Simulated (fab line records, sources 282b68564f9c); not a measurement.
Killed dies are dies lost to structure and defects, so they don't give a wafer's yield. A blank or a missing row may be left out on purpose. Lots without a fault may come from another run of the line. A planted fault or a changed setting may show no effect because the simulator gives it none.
fab line records | flow rit_cmos
record lots=6 wafers=18 last_day=8
route steps=202 shown SDANNEAL@156 PSD@157 NSD@158 PLDD@159 NLDD@160 SILICIDE@161 CONTACT@168 M1@184
lots that met no fault: from a run of the same line without faults
start_h: hours from the record's first day to the start of the lot's first wafer shown | wait_h: hours since the lot's step before | " the same as in the row above | L1.1+2: a row that stands for several wafers | - no value, or no start given | * or withheld: withheld | < > ~ a bound
route shown NAME@n: a module of which the file shows steps, and the number in the route of the first | usual: mean/standard deviation of fault-free wafers | same: alike in all rows | chamber/n: place in a boat | sites: the reading at each site | _std_site: their standard deviation | _edge_site: outer sites' mean less inner sites' | radius_mm: how far each site lies from the wafer's centre | mask NAME#n: copy n | behind: the tool/chamber that last shaped the wafer | hold: why the lot was held/for how many hours/how that ended | device: the transistor (n, p or np) that didn't switch | end of line: the same wafers' tests at the end of the route | a step without rows: its recipe alone | killed: dies lost to structure and defects at the first sort, not the wafer's yield | map: a wafer's dies, x killed, . not, _ none there
set.NAME: the setting as run; set.NAME@STEP: as run at that earlier step | model.NAME: the simulator's own value behind a step, which no gauge read
lots at some steps of the route; a table a step, a row a wafer
services: from which hour (start_h, from the record's first day; less than 0 if before it) a tool's chamber was out of use, for how many hours, and why
## steps
# step RIT_SDANNEAL_RTA_03
# recipe temp_c=1050 time_s=5 idle_temp_c=600 ramp_up_c_per_s=342 ramp_down_c_per_s=171 cool_to_c=600 ambient=N2
# usual ramp_up_c_per_s=342.00/0.056 wafer_temp_C_max=1053.4/1.1
# same time_s=5
# columns lot.wafer tool chamber start_h wait_h ramp_up_c_per_s wafer_temp_C_max
L560.1 rtp_anneal-01 0 66.14 0.0 342.02 1056.0
L560.4 " 0 " " 342.00 1056.0
L560.6 " 0 " " 341.94 1053.9
L564.2 rtp_anneal-01 0 82.50 0.0 341.99 1053.5
L564.3 " 0 " " 342.08 1052.5
L564.6 " 0 " " 341.95 1052.7
L570.3 rtp_anneal-01 0 111.67 0.0 342.06 1051.3
L570.4 " 0 " " 342.02 1052.6
L570.5 " 0 " " 341.98 1053.6
L573.1 rtp_anneal-02 0 134.51 0.0 341.94 1053.2
L573.2 " 0 " " 342.03 1054.2
L573.4 " 0 " " 341.88 1056.2
L577.2 rtp_anneal-02 0 163.73 0.0 342.02 1053.7
L577.4 " 0 " " 341.98 1055.5
L577.5 " 0 " " 342.08 1053.1
L581.2 rtp_anneal-02 0 180.00 0.0 341.99 1053.3
L581.3 " 0 " " 342.03 1053.9
L581.5 " 0 " " 341.96 1052.3
# step RIT_SDANNEAL_RS_MEAS_04
# recipe thk_meas_gauge=four-point-probe
# usual PSD_RS=115.8/0.32
# columns lot.wafer tool chamber start_h wait_h PSD_RS[ohm/sq]
L560.1 film_metro-01 - 66.20 0.0 115.5
L560.4 " - " " 115.6
L560.6 " - " " 115.5
L564.2 film_metro-03 - 82.56 0.1 115.6
L564.3 " - " " 115.5
L564.6 " - " " 115.2
L570.3 film_metro-02 - 111.75 0.1 115.7
L570.4 " - " " 115.6
L570.5 " - " " 116.0
L573.1 film_metro-01 - 134.57 0.0 115.9
L573.2 " - " " 116.2
L573.4 " - " " 116.5
L577.2 film_metro-01 - 163.80 0.1 115.4
L577.4 " - " " 115.3
L577.5 " - " " 115.7
L581.2 film_metro-02 - 180.07 0.1 116.3
L581.3 " - " " 116.1
L581.5 " - " " 116.3
# step RIT_SDANNEAL_RS_MEAS_05
# recipe thk_meas_gauge=four-point-probe
# usual NSD_RS=84.5/0.3
# columns lot.wafer tool chamber start_h wait_h NSD_RS[ohm/sq]
L560.1 film_metro-01 - 66.32 0.1 84.3
L560.4 " - " " 84.2
L560.6 " - " " 84.4
L564.2 film_metro-03 - 82.68 0.1 84.2
L564.3 " - " " 84.2
L564.6 " - " " 84.1
L570.3 film_metro-02 - 111.87 0.1 84.9
L570.4 " - " " 84.5
L570.5 " - " " 84.6
L573.1 film_metro-01 - 134.69 0.1 84.8
L573.2 " - " " 84.5
L573.4 " - " " 84.8
L577.2 film_metro-01 - 163.92 0.1 84.8
L577.4 " - " " 84.6
L577.5 " - " " 84.4
L581.2 film_metro-02 - 180.19 0.1 84.4
L581.3 " - " " 84.6
L581.5 " - " " 84.5
# step RIT_SDANNEAL_RS_MEAS_06
# recipe thk_meas_gauge=four-point-probe
# usual PLDD_RS=178.0/0.49
# columns lot.wafer tool chamber start_h wait_h PLDD_RS[ohm/sq]
L560.1 film_metro-01 - 66.44 0.1 178.3
L560.4 " - " " 178.7
L560.6 " - " " 178.3
L564.2 film_metro-03 - 82.80 0.1 177.8
L564.3 " - " " 177.6
L564.6 " - " " 177.7
L570.3 film_metro-02 - 111.99 0.1 177.9
L570.4 " - " " 178.2
L570.5 " - " " 178.3
L573.1 film_metro-01 - 134.81 0.1 177.8
L573.2 " - " " 178.0
L573.4 " - " " 177.9
L577.2 film_metro-01 - 164.04 0.1 177.5
L577.4 " - " " 177.6
L577.5 " - " " 177.9
L581.2 film_metro-02 - 180.31 0.1 177.4
L581.3 " - " " 177.3
L581.5 " - " " 177.4
# step RIT_SDANNEAL_RS_MEAS_07
# recipe thk_meas_gauge=four-point-probe
# usual NLDD_RS=151.3/0.49
# columns lot.wafer tool chamber start_h wait_h NLDD_RS[ohm/sq]
L560.1 film_metro-01 - 66.56 0.1 151.4
L560.4 " - " " 151.7
L560.6 " - " " 151.3
L564.2 film_metro-03 - 82.92 0.1 151.6
L564.3 " - " " 152.5
L564.6 " - " " 152.0
L570.3 film_metro-02 - 112.11 0.1 151.2
L570.4 " - " " 150.9
L570.5 " - " " 151.2
L573.1 film_metro-01 - 134.93 0.1 151.6
L573.2 " - " " 151.3
L573.4 " - " " 151.3
L577.2 film_metro-01 - 164.16 0.1 151.8
L577.4 " - " " 151.4
L577.5 " - " " 152.2
L581.2 film_metro-02 - 180.43 0.1 151.5
L581.3 " - " " 151.9
L581.5 " - " " 151.6
# step RIT_SILICIDE_WET_ETCH_00
# recipe chemistry=BOE target=SiO2 target_depth_nm=14 time_s=15 dry=n2_spin dilution=10:1 temp_c=21.5
# step RIT_SILICIDE_SPUTTER_01
# recipe material=Ti target_thk_nm=30 power_w=350 chamber_pressure_pa=0.667 gas=Ar time_s=240 substrate_temp_c=25
# usual throttle_valve_pct=30.1/1
# same time_s=240
# columns lot.wafer tool chamber start_h wait_h throttle_valve_pct
L560.1 pvd_sputter-01 - 66.69 0.0 31.0
L560.4 " - " " 29.9
L560.6 " - " " 30.9
L564.2 pvd_sputter-01 - 83.04 0.0 30.2
L564.3 " - " " 31.2
L564.6 " - " " 30.9
L570.3 pvd_sputter-01 - 112.21 0.0 30.1
L570.4 " - " " 30.7
L570.5 " - " " 29.5
L573.1 pvd_sputter-02 - 135.07 0.0 30.6
L573.2 " - " " 30.0
L573.4 " - " " 30.2
L577.2 pvd_sputter-02 - 164.27 0.0 30.9
L577.4 " - " " 27.4
L577.5 " - " " 29.8
L581.2 pvd_sputter-01 - 180.54 0.0 29.6
L581.3 " - " " 30.2
L581.5 " - " " 31.0
# step RIT_SILICIDE_RS_MEAS_02
# recipe thk_meas_gauge=four-point-probe reads=Ti_of_SILICIDE_SPUTTER_01
# usual SILICIDE_TI_RS=47.3/0.88
# columns lot.wafer tool chamber start_h wait_h SILICIDE_TI_RS[ohm/sq]
L560.1 film_metro-03 - 66.84 0.1 47.3
L560.4 " - " " 47.4
L560.6 " - " " 46.9
L564.2 film_metro-03 - 83.21 0.1 48.6
L564.3 " - " " 47.7
L564.6 " - " " 47.3
L570.3 film_metro-01 - 112.40 0.1 48.0
L570.4 " - " " 47.3
L570.5 " - " " 47.8
L573.1 film_metro-04 - 135.22 0.1 47.2
L573.2 " - " " 45.8
L573.4 " - " " 47.1
L577.2 film_metro-04 - 164.44 0.1 48.0
L577.4 " - " " 46.9
L577.5 " - " " 48.2
L581.2 film_metro-04 - 180.71 0.1 48.0
L581.3 " - " " 47.8
L581.5 " - " " 48.1
# step RIT_SILICIDE_THK_MEAS_03
# recipe thk_meas_gauge=xrf reads=Ti_of_SILICIDE_SPUTTER_01
# usual SILICIDE_TI_THK=29.7/0.48
# columns lot.wafer tool chamber start_h wait_h SILICIDE_TI_THK[nm]
L560.1 film_metro-03 - 66.96 0.1 29.5
L560.4 " - " " 29.6
L560.6 " - " " 29.7
L564.2 film_metro-03 - 83.32 0.1 28.9
L564.3 " - " " 29.4
L564.6 " - " " 29.6
L570.3 film_metro-01 - 112.50 0.1 29.3
L570.4 " - " " 29.5
L570.5 " - " " 29.3
L573.1 film_metro-04 - 135.34 0.1 29.8
L573.2 " - " " 30.4
L573.4 " - " " 30.0
L577.2 film_metro-04 - 164.55 0.1 29.5
L577.4 " - " " 29.9
L577.5 " - " " 29.3
L581.2 film_metro-04 - 180.82 0.1 29.5
L581.3 " - " " 29.6
L581.5 " - " " 29.5
# step RIT_SILICIDE_RTA_04
# recipe temp_c=650 time_s=10 idle_temp_c=25 ramp_up_s=5 ramp_down_s=5 cool_to_c=25 ambient=N2
# usual wafer_temp_C_max=653.0/0.9
# same time_s=10
# columns lot.wafer tool chamber start_h wait_h wafer_temp_C_max
L560.1 rtp_anneal-02 0 67.02 0.1 654.0
L560.4 " 0 " " 654.6
L560.6 " 0 " " 653.3
L564.2 rtp_anneal-02 0 83.38 0.1 653.7
L564.3 " 0 " " 653.4
L564.6 " 0 " " 654.1
L570.3 rtp_anneal-02 0 112.56 0.1 653.3
L570.4 " 0 " " 654.0
L570.5 " 0 " " 654.4
L573.1 rtp_anneal-01 0 135.40 0.1 653.3
L573.2 " 0 " " 651.6
L573.4 " 0 " " 652.0
L577.2 rtp_anneal-01 0 164.61 0.1 652.2
L577.4 " 0 " " 651.9
L577.5 " 0 " " 652.0
L581.2 rtp_anneal-01 0 180.88 0.1 652.3
L581.3 " 0 " " 652.2
L581.5 " 0 " " 651.7
# step RIT_SILICIDE_WET_ETCH_05
# recipe chemistry=SPM target=Ti temp_c=90 time_s=120 dry=n2_spin
# step RIT_SILICIDE_RTA_06
# recipe temp_c=750 time_s=10 idle_temp_c=25 ramp_up_s=5 ramp_down_s=10 cool_to_c=25 ambient=N2
# usual wafer_temp_C_max=753.3/0.97
# same time_s=10
# columns lot.wafer tool chamber start_h wait_h wafer_temp_C_max
L560.1 rtp_anneal-01 0 67.13 0.0 752.8
L560.4 " 0 " " 752.8
L560.6 " 0 " " 752.2
L564.2 rtp_anneal-01 0 83.49 0.0 753.4
L564.3 " 0 " " 752.4
L564.6 " 0 " " 753.5
L570.3 rtp_anneal-01 0 112.67 0.0 753.0
L570.4 " 0 " " 752.6
L570.5 " 0 " " 752.5
L573.1 rtp_anneal-02 0 135.50 0.0 755.2
L573.2 " 0 " " 754.7
L573.4 " 0 " " 754.6
L577.2 rtp_anneal-02 0 164.72 0.0 753.0
L577.4 " 0 " " 752.8
L577.5 " 0 " " 753.0
L581.2 rtp_anneal-02 0 180.99 0.0 753.1
L581.3 " 0 " " 753.7
L581.5 " 0 " " 753.2
# step RIT_CONTACT_CVD_00
# recipe material=SiO2 target_thk_nm=400 precursor=TEOS temp_c=390 time_s=61 rf_w=391.4
# usual heater_power_w=305/59
# columns lot.wafer tool chamber start_h wait_h heater_power_w model.SiO2_of_CONTACT_CVD_00.thk_nm
L560.1 pecvd-04 1 67.19 0.1 280 390
L560.4 " 2 " " 386 389.4
L560.6 " 0 " " 194 402.4
L564.2 pecvd-03 2 83.54 0.0 318 387.7
L564.3 " 0 " " 261 391.2
L564.6 " 1 " " 190 399.1
L570.3 pecvd-03 0 112.71 0.0 254 457.6
L570.4 " 0 " " 276 462.1
L570.5 " 1 " " 265 460.1
L573.1 pecvd-03 1 135.57 0.1 222 450.1
L573.2 " 2 " " 246 457
L573.4 " 1 " " 226 456.3
L577.2 pecvd-01 2 164.78 0.0 334 396.4
L577.4 " 2 " " 346 403.9
L577.5 " 1 " " 319 400.9
L581.2 pecvd-04 0 181.05 0.0 245 396.6
L581.3 " 2 " " 353 392.1
L581.5 " 0 " " 254 398.2
# step RIT_CONTACT_THK_MEAS_01
# recipe reads=SiO2_of_CONTACT_CVD_00
# usual CONTACT_TEOS_THK=393/5.3
# columns lot.wafer tool chamber start_h wait_h hold CONTACT_TEOS_THK[nm]
L560.1 film_metro-03 - 67.25 0.0 - 390
L560.4 " - " " - 389
L560.6 " - " " - 403
L564.2 film_metro-04 - 83.60 0.0 - 388
L564.3 " - " " - 391
L564.6 " - " " - 400
L570.3 film_metro-02 - 112.78 0.0 await_dispo/0.2h/release 458
L570.4 " - " " await_dispo/0.2h/release 462
L570.5 " - " " await_dispo/0.2h/release 460
L570.3 film_metro-02 - 113.01 0.2 - 458
L570.4 " - " " - 462
L570.5 " - " " - 460
L573.1 film_metro-02 - 135.62 0.0 await_dispo/0.2h/release 450
L573.2 " - " " await_dispo/0.2h/release 457
L573.4 " - " " await_dispo/0.2h/release 456
L573.1 film_metro-02 - 135.85 0.2 - 450
L573.2 " - " " - 457
L573.4 " - " " - 456
L577.2 film_metro-02 - 164.84 0.0 - 396
L577.4 " - " " - 404
L577.5 " - " " - 401
L581.2 film_metro-03 - 181.11 0.0 - 396
L581.3 " - " " - 392
L581.5 " - " " - 398
# step RIT_CONTACT_COAT_03
# recipe resist=NOVOLAK spin_rpm=3250 resist_thk_nm=1000
# step RIT_CONTACT_SOFTBAKE_04
# recipe resist=NOVOLAK temp_c=90 time_s=60
# step RIT_CONTACT_EXPOSE_05
# recipe mask_id=M11 na=0.6 source_shape=conventional sigma_outer=0.5 target_cd_nm=1000 dose_mj=250
# step RIT_CONTACT_PEB_06
# recipe resist=NOVOLAK temp_c=withheld time_s=withheld
# step RIT_CONTACT_DEVELOP_07
# recipe resist=NOVOLAK develop_time_s=120 dev_temp_c=23
# step RIT_CONTACT_CD_MEAS_08
# recipe target_cd_nm=1000
# usual cd_nm=1000.5/2.2
# columns lot.wafer tool chamber start_h wait_h cd_nm
L560.1 cd_sem-01 - 68.29 - 998.9
L560.4 " - " " 999.2
L560.6 " - " " 1001.7
L564.2 cd_sem-02 - 84.64 - 997.9
L564.3 " - " " 1001.8
L564.6 " - " " 998.7
L570.3 cd_sem-01 - 117.60 - 1003.9
L570.4 " - " " 1005.3
L570.5 " - " " 1002.9
L573.1 cd_sem-01 - 140.12 - 1003.2
L573.2 " - " " 1001.8
L573.4 " - " " 1003.0
L577.2 cd_sem-02 - 165.87 - 998.6
L577.4 " - " " 998.3
L577.5 " - " " 999.4
L581.2 cd_sem-01 - 182.14 - 997.9
L581.3 " - " " 997.3
L581.5 " - " " 999.0
# step RIT_CONTACT_OVL_MEAS_09
# usual CONTACT_OVL=0.5/1.7
# columns lot.wafer tool chamber start_h wait_h CONTACT_OVL[nm]
L560.1 overlay-02 - 68.41 0.1 -1.8
L560.4 " - " " -1.6
L560.6 " - " " -1.6
L564.2 overlay-02 - 84.74 0.1 0.1
L564.3 " - " " -1.1
L564.6 " - " " 2.4
L570.3 overlay-02 - 117.69 0.1 -2.0
L570.4 " - " " -1.3
L570.5 " - " " -2.1
L573.1 overlay-02 - 140.24 0.1 1.6
L573.2 " - " " -0.4
L573.4 " - " " 1.5
L577.2 overlay-02 - 165.98 0.1 -0.5
L577.4 " - " " 2.4
L577.5 " - " " 1.0
L581.2 overlay-01 - 182.25 0.1 -0.6
L581.3 " - " " -0.3
L581.5 " - " " -1.4
# step RIT_CONTACT_HARDBAKE_10
# recipe resist=NOVOLAK temp_c=140 time_s=60
# step RIT_CONTACT_ETCH_11
# recipe target_depth_a=4800 over_etch_frac=0.2 stop_on=TiSi2 chemistry=CHF3/CF4/Ar target=SiO2 CHF3_flow_sccm=50 cf4_flow_sccm=10 Ar_flow_sccm=100 O2_flow_sccm=5 pressure_mtorr=100 rf_w=200 time_s=320
# usual drypump_motor_current_A=5.7/0.34 oes_product_au=0.991/0.015 throttle_valve_pct=8.84/0.12
# same time_s=320
# columns lot.wafer tool chamber start_h wait_h drypump_motor_current_A oes_product_au rf_hours_counter_h throttle_valve_pct model.etch.depth_nm model.CONTACT.feature_depth_nm
L560.1 rie_diel-03 1 68.60 0.1 5.3 0.992 44 8.60 390 390
L560.4 " 2 " " 6.4 0.994 105 8.83 389.4 389.4
L560.6 " 1 " " 5.3 0.998 - 8.59 402.4 402.4
L564.2 rie_diel-03 0 84.92 0.1 6.0 0.977 86 8.83 387.7 387.7
L564.3 " 1 " " 5.3 0.989 44 8.57 391.2 391.2
L564.6 " 0 " " 6.0 0.974 - 8.83 399.1 399.1
L570.3 rie_diel-03 3 117.90 0.1 5.9 0.994 119 8.93 457.6 457.6
L570.4 " 0 " " 6.0 0.981 87 8.82 462.1 462.1
L570.5 " 1 " " 5.3 0.999 - 8.60 460.1 460.1
L573.1 rie_diel-01 3 140.43 0.1 5.4 0.989 9 8.95 450.1 450.1
L573.2 " 2 " " 5.8 0.982 115 8.89 457 457
L573.4 " 0 " " 5.3 1.024 5 8.70 456.3 456.3
L577.2 rie_diel-03 3 166.16 0.1 5.9 0.983 120 8.94 396.4 396.4
L577.4 " 2 " " 6.4 0.997 107 8.85 403.9 403.9
L577.5 " 3 " " 5.9 0.991 - 8.94 400.9 400.9
L581.2 rie_diel-03 2 182.43 0.1 6.4 0.995 107 8.83 396.6 396.6
L581.3 " 0 " " 6.0 0.977 88 8.82 392.1 392.1
L581.5 " 3 " " 5.9 0.980 - 8.94 398.2 398.2
# step RIT_CONTACT_STRIP_12
# recipe chemistry=O2 time_s=180 resist=NOVOLAK platen_temp_c=withheld power_w=500 pressure_mtorr=4000 o2_flow_sccm=4000
# step RIT_CONTACT_CD_MEAS_90
# recipe target_cd_nm=1000
# usual cd_nm=1000.5/2.3
# columns lot.wafer tool chamber start_h wait_h cd_nm
L560.1 cd_sem-02 - 68.97 0.1 998.9
L560.4 " - " " 999.0
L560.6 " - " " 1001.7
L564.2 cd_sem-01 - 85.31 0.1 997.8
L564.3 " - " " 1001.5
L564.6 " - " " 998.7
L570.3 cd_sem-02 - 118.31 0.1 1003.9
L570.4 " - " " 1004.9
L570.5 " - " " 1002.0
L573.1 cd_sem-02 - 140.80 0.1 1003.9
L573.2 " - " " 1002.7
L573.4 " - " " 1003.3
L577.2 cd_sem-02 - 166.55 0.1 998.7
L577.4 " - " " 997.7
L577.5 " - " " 999.2
L581.2 cd_sem-01 - 182.82 0.1 997.1
L581.3 " - " " 996.7
L581.5 " - " " 998.8
# step RIT_CONTACT_CLEAN_13
# recipe chemistry=SC1 mix=3:3:50 time_s=600 temp_c=75
# step RIT_CONTACT_CLEAN_14
# recipe chemistry=SC2 mix=3:3:50 time_s=600 temp_c=75 dry=n2_spin
# step RIT_M1_SPUTTER_00
# recipe material=Al target_thk_nm=400 power_w=2000 chamber_pressure_pa=0.4 gas=Ar time_s=508 substrate_temp_c=25
# usual throttle_valve_pct=30.5/1
# same time_s=508
# columns lot.wafer tool chamber start_h wait_h throttle_valve_pct
L560.1 pvd_sputter-04 - 69.47 0.0 31.4
L560.4 " - " " 30.7
L560.6 " - " " 29.2
L564.2 pvd_sputter-04 - 85.76 0.0 29.4
L564.3 " - " " 31.5
L564.6 " - " " 28.2
L570.3 pvd_sputter-04 - 118.75 0.0 29.1
L570.4 " - " " 30.5
L570.5 " - " " 30.2
L573.1 pvd_sputter-03 - 141.29 0.0 30.8
L573.2 " - " " 31.8
L573.4 " - " " 30.6
L577.2 pvd_sputter-03 - 167.03 0.0 31.7
L577.4 " - " " 30.8
L577.5 " - " " 30.8
L581.2 pvd_sputter-03 - 183.28 0.0 31.0
L581.3 " - " " 31.5
L581.5 " - " " 31.0
# step RIT_M1_RS_MEAS_01
# recipe thk_meas_gauge=four-point-probe reads=Al_of_M1_SPUTTER_00
# usual M1_AL_RS=0.0722/0.0011
# columns lot.wafer tool chamber start_h wait_h M1_AL_RS[ohm/sq]
L560.1 film_metro-02 - 69.76 0.1 0.0706
L560.4 " - " " 0.0725
L560.6 " - " " 0.0729
L564.2 film_metro-03 - 86.08 0.2 0.0739
L564.3 " - " " 0.0717
L564.6 " - " " 0.0741
L570.3 film_metro-03 - 119.14 0.2 0.0721
L570.4 " - " " 0.0719
L570.5 " - " " 0.0727
L573.1 film_metro-01 - 141.58 0.1 0.0715
L573.2 " - " " 0.0727
L573.4 " - " " 0.0708
L577.2 film_metro-02 - 167.35 0.2 0.0726
L577.4 " - " " 0.0718
L577.5 " - " " 0.0712
L581.2 film_metro-03 - 183.60 0.2 0.0726
L581.3 " - " " 0.0719
L581.5 " - " " 0.0726
# step RIT_M1_THK_MEAS_02
# recipe thk_meas_gauge=xrf reads=Al_of_M1_SPUTTER_00
# usual M1_AL_THK=409/6.5
# columns lot.wafer tool chamber start_h wait_h M1_AL_THK[nm]
L560.1 film_metro-02 - 69.88 0.1 422
L560.4 " - " " 408
L560.6 " - " " 407
L564.2 film_metro-03 - 86.19 0.1 398
L564.3 " - " " 410
L564.6 " - " " 398
L570.3 film_metro-03 - 119.24 0.1 411
L570.4 " - " " 408
L570.5 " - " " 407
L573.1 film_metro-01 - 141.70 0.1 411
L573.2 " - " " 403
L573.4 " - " " 415
L577.2 film_metro-02 - 167.46 0.1 411
L577.4 " - " " 415
L577.5 " - " " 418
L581.2 film_metro-03 - 183.71 0.1 406
L581.3 " - " " 414
L581.5 " - " " 407
# step RIT_M1_HMDS_03
# recipe prime_time_s=60 prime_temp_c=140
# step RIT_M1_COAT_04
# recipe resist=NOVOLAK spin_rpm=2000 resist_thk_nm=1300
# step RIT_M1_SOFTBAKE_05
# recipe resist=NOVOLAK temp_c=90.68 time_s=60
# step RIT_M1_EXPOSE_06
# recipe mask_id=M12 na=0.6 source_shape=conventional sigma_outer=0.5 target_cd_nm=2600 dose_mj=250
# step RIT_M1_PEB_07
# recipe resist=NOVOLAK temp_c=withheld time_s=withheld
# step RIT_M1_DEVELOP_08
# recipe resist=NOVOLAK develop_time_s=68 dev_temp_c=23
# step RIT_M1_CD_MEAS_09
# recipe target_cd_nm=2600
# usual cd_nm=2599.4/1.9
# columns lot.wafer tool chamber start_h wait_h cd_nm
L560.1 cd_sem-01 - 70.95 - 2596.6
L560.4 " - " " 2597.5
L560.6 " - " " 2596.4
L564.2 cd_sem-01 - 87.26 - 2602.3
L564.3 " - " " 2602.4
L564.6 " - " " 2601.1
L570.3 cd_sem-01 - 120.38 - 2598.7
L570.4 " - " " 2598.7
L570.5 " - " " 2600.4
L573.1 cd_sem-02 - 142.70 - 2596.7
L573.2 " - " " 2598.3
L573.4 " - " " 2597.2
L577.2 cd_sem-01 - 168.59 - 2598.0
L577.4 " - " " 2597.7
L577.5 " - " " 2599.5
L581.2 cd_sem-02 - 184.66 - 2602.5
L581.3 " - " " 2602.3
L581.5 " - " " 2601.1
# step RIT_M1_OVL_MEAS_10
# usual M1_OVL=-0.3/1.5
# columns lot.wafer tool chamber start_h wait_h M1_OVL[nm]
L560.1 overlay-02 - 71.07 0.1 -0.4
L560.4 " - " " -1.6
L560.6 " - " " -0.2
L564.2 overlay-01 - 87.37 0.1 0.9
L564.3 " - " " 1.0
L564.6 " - " " 2.9
L570.3 overlay-01 - 120.47 0.1 2.2
L570.4 " - " " 1.3
L570.5 " - " " 0.9
L573.1 overlay-02 - 142.82 0.1 -1.9
L573.2 " - " " -2.1
L573.4 " - " " -1.6
L577.2 overlay-02 - 168.70 0.1 -1.5
L577.4 " - " " -1.4
L577.5 " - " " -1.8
L581.2 overlay-02 - 184.76 0.1 -1.4
L581.3 " - " " -0.7
L581.5 " - " " -2.0
# step RIT_M1_HARDBAKE_11
# recipe resist=NOVOLAK temp_c=140 time_s=120
# step RIT_M1_METAL_ETCH_12
# recipe stop_on=SiO2 chemistry=Cl2/BCl3 target=Al time_s=165 over_etch_frac=0.5 pressure_mtorr=100 target_depth_a=6000 rf_w=250 Cl2_flow_sccm=60 bcl3_flow_sccm=50
# usual drypump_motor_current_A=5.5/0.44 oes_product_au=0.778/0.013 throttle_valve_pct=8.29/0.097
# same time_s=165
# columns lot.wafer tool chamber start_h wait_h drypump_motor_current_A oes_product_au rf_hours_counter_h throttle_valve_pct model.SiO2_of_CONTACT_CVD_00.thk_nm
L560.1 rie_metal-03 1 71.35 0.2 5.0 0.792 2 8.33 355.1
L560.4 " 0 " " 6.2 0.793 - 8.16 353
L560.6 " 1 " " 5.0 0.779 - 8.34 367.7
L564.2 rie_metal-02 1 87.65 0.2 5.8 0.762 4 8.34 350.9
L564.3 " 0 " " 5.0 0.771 - 8.17 352.9
L564.6 " 0 " " 5.0 0.743 - 8.18 360.7
L570.3 rie_metal-02 0 120.80 0.2 5.0 0.763 - 8.18 420.1
L570.4 " 1 " " 5.8 0.771 - 8.33 426.3
L570.5 " 0 " " 5.0 0.755 - 8.18 422.6
L573.1 rie_metal-02 1 143.11 0.2 5.8 0.778 5 8.35 414.5
L573.2 " 0 " " 5.0 0.764 5 8.16 419.5
L573.4 " 1 " " 5.8 0.783 - 8.32 420.5
L577.2 rie_metal-01 1 169.03 0.2 5.4 0.777 - 8.37 360.9
L577.4 " 1 " " 5.5 0.789 - 8.38 368.6
L577.5 " 1 " " 5.4 0.788 - 8.39 365.5
L581.2 rie_metal-02 1 185.04 0.2 5.8 0.768 5 8.33 360.6
L581.3 " 1 " " 5.8 0.771 - 8.35 355.7
L581.5 " 0 " " 5.0 0.761 - 8.16 360.4
# step RIT_M1_STRIP_13
# recipe chemistry=nmp resist=NOVOLAK temp_c=80 time_s=600 dry=n2_spin
## services
# columns tool chamber start_h hours kind
pecvd-03 2 52.64 9.3 repair
pvd_sputter-02 - 84.21 5.0 repair
pvd_sputter-02 - 120.75 1.9 repair
rie_metal-01 - 136.12 20.0 pm
rie_metal-01 1 136.12 20.0 vent_cycle
pecvd-04 2 137.67 1.9 repair
rie_metal-01 0 156.12 - clean
rie_metal-01 1 156.12 - clean
rie_metal-03 - 162.37 0.3 repair
rie_metal-02 - 175.87 1.4 pm
## key
first_sign step=RIT_CONTACT_THK_MEAS_01 reading=visit direction=added
effect step=RIT_CONTACT_THK_MEAS_01 reading=CONTACT_TEOS_THK direction=up sigmas=12 usual=393 struck=457
model_effect step=RIT_CONTACT_CVD_00 value=SiO2_of_CONTACT_CVD_00.thk_nm without=391.7 struck=457.2
model_effect step=RIT_CONTACT_ETCH_11 value=etch.depth_nm without=391.7 struck=457.2
model_effect step=RIT_M1_METAL_ETCH_12 value=SiO2_of_CONTACT_CVD_00.thk_nm without=355.1 struck=420.6
met_at RIT_CONTACT_CVD_00
struck_wafers L570.3,L570.4,L570.5,L573.1,L573.2,L573.4
sort_left_out L570.3,L570.4,L570.5,L573.1,L573.2,L573.4
tester_left_out L570,L573
onset_between 83.54 112.71
fault kind=process_parameter_drift tool=pecvd-03 chamber=- onset_h=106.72 steps=RIT_CONTACT_CVD_00 channel=target_thk_nm offset=65.928 shape=step end_h=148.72 stated=400
# tester_left_out: of these lots the tester's yield and bins aren't shown, on N5 and GAA mostly nor the transistor test; their killed dies are dies lost to structure and defects alone, not to doping, threshold or leakage, so they don't give the yield
# sort_left_out: the simulated sort isn't trusted on such a fault, so these wafers' sort isn't shown, and their yield isn't known
